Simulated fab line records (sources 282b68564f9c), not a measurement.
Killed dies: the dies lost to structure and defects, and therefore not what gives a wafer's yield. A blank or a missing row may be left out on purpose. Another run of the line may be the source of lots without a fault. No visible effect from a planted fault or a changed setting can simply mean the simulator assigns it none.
fab line records + flow rit-cmos
record:
- lots: 14
- wafers: 42
- last-day: 7
route steps=202 shown NSD@136
lots that met no fault: from a run of the same line without faults
start-h: the number of hours between the record's first day and the start of the first shown wafer of the lot + wait-h: hours elapsed since this lot's preceding step + " repeats the value in the row above + L1.1+2: one row covering several wafers at once + - no value, or no start was given + * or withheld: withheld + < > ~ a bound
route shown NAME@n: NAME is a module with steps in the file, n the number in the route of the first one + usual: mean/standard deviation taken from wafers without a fault + same: alike in all rows + chamber/n: place in a boat + sites: per-site readings + _std_site: standard deviation of those values + _edge_site: inner sites' mean taken away from outer sites' mean + radius-mm: for every site, how far away it sits from the centre of the wafer + mask NAME#n: copy n + behind: the tool/chamber that last shaped the wafer + hold: reason for holding the lot/hours on hold/outcome of the hold + device: the n, p or np transistor that did not switch + end of line: the tests these same wafers got at the end of their route + step lacking rows: just its recipe + killed: the dies lost at the first sort to structure and to defects; this is not the yield of the wafer + map: a wafer's dies, marking killed ones x, the rest . and places with no die _
set.NAME: the setting the step ran with; set.NAME@STEP: the setting that earlier step ran with + model.NAME: the simulator's own value behind a step, which no gauge read
a sample of lots followed through the steps of the route, with each step as a table and each wafer as a row
== steps ==
step: RIT_NSD_DEVELOP_05
recipe:
- resist: NOVOLAK
- develop-time-s: 50
- dev-temp-c: 23
usual:
- chill-plate-temp-C: 23.00/0.11
- develop-time-s: 50/0
| lot.wafer | tool           | chamber | start-h | wait-h | chill-plate-temp-C | develop-time-s |
|-----------|----------------|---------|---------|--------|--------------------|----------------|
| L963.3    | litho-track-02 | 0       | 50      | -      | 23.06              | 50             |
| L963.5    | "              | 0       | "       | "      | 23.16              | 50             |
| L963.6    | "              | 0       | "       | "      | 23.04              | 50             |
| L965.1    | litho-track-02 | 0       | 59      | -      | 22.97              | 50             |
| L965.2    | "              | 0       | "       | "      | 23.00              | 50             |
| L965.3    | "              | 0       | "       | "      | 23.06              | 50             |
| L966.1    | litho-track-04 | 0       | 62      | -      | 23.03              | 50             |
| L966.4    | "              | 0       | "       | "      | 22.85              | 50             |
| L966.5    | "              | 0       | "       | "      | 22.88              | 50             |
| L968.2    | litho-track-01 | 0       | 77      | -      | 23.03              | 50             |
| L968.3    | "              | 0       | "       | "      | 23.32              | 50             |
| L968.4    | "              | 0       | "       | "      | 23.09              | 50             |
| L969.1    | litho-track-04 | 0       | 81      | -      | 23.02              | 50             |
| L969.2    | "              | 0       | "       | "      | 22.98              | 50             |
| L969.3    | "              | 0       | "       | "      | 23.02              | 50             |
| L971.1    | litho-track-02 | 0       | 92      | -      | 22.87              | 50             |
| L971.2    | "              | 0       | 93      | -      | 22.91              | 50             |
| L971.4    | "              | 0       | "       | "      | 22.86              | 50             |
| L973.1    | litho-track-01 | 0       | 101     | -      | 23.02              | 50             |
| L973.3    | "              | 0       | "       | "      | 23.14              | 50             |
| L973.5    | "              | 0       | "       | "      | 22.88              | 50             |
| L974.2    | litho-track-01 | 0       | 109     | -      | 22.85              | 50             |
| L974.4    | "              | 0       | "       | "      | 23.20              | 50             |
| L974.5    | "              | 0       | "       | "      | 22.92              | 50             |
| L976.2    | litho-track-04 | 0       | 116     | -      | 22.96              | 50             |
| L976.3    | "              | 0       | "       | "      | 22.99              | 50             |
| L976.5    | "              | 0       | "       | "      | 23.14              | 50             |
| L978.1    | litho-track-04 | 0       | 128     | -      | 22.87              | 50             |
| L978.5    | "              | 0       | 129     | -      | 23.08              | 50             |
| L978.6    | "              | 0       | "       | "      | 22.86              | 50             |
| L983.2    | litho-track-04 | -       | 153     | -      | -                  | -              |
| L983.4    | "              | -       | "       | "      | -                  | -              |
| L983.6    | "              | -       | "       | "      | -                  | -              |
| L984.1    | litho-track-02 | -       | 157     | -      | -                  | -              |
| L984.5    | "              | -       | 158     | -      | -                  | -              |
| L984.6    | "              | -       | "       | "      | -                  | -              |
| L985.2    | litho-track-04 | 0       | 162     | -      | 23.05              | 50             |
| L985.4    | "              | 0       | "       | "      | 23.03              | 50             |
| L985.6    | "              | 0       | "       | "      | 22.99              | 50             |
| L986.2    | litho-track-04 | 0       | 166     | -      | 22.95              | 50             |
| L986.4    | "              | 0       | "       | "      | 23.03              | 50             |
| L986.5    | "              | 0       | "       | "      | 22.95              | 50             |
== key ==
first-sign:
- step: RIT_NSD_DEVELOP_05
- reading: tool-record
- direction: missing
effect none on later readings
met-at RIT_NSD_DEVELOP_05
struck-lots L983,L984
sort-left-out L983.2,L983.4,L983.6,L984.1,L984.5,L984.6
tester-left-out L983,L984
onset-between 128 153
fault:
- kind: skipped-step-whole
- tool: litho-track-02,litho-track-04
- chamber: -
- onset-h: 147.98
- steps: RIT_NSD_DEVELOP_05
- scope: struck-lots-only
tester-left-out: of these lots the tester's yield and bins aren't shown, on N5 and GAA mostly nor the transistor test; their killed dies are dies lost to structure and defects alone, not to doping, threshold or leakage, so they don't give the yield
sort-left-out: the simulated sort isn't trusted on such a fault, so these wafers' sort isn't shown, and their yield isn't known
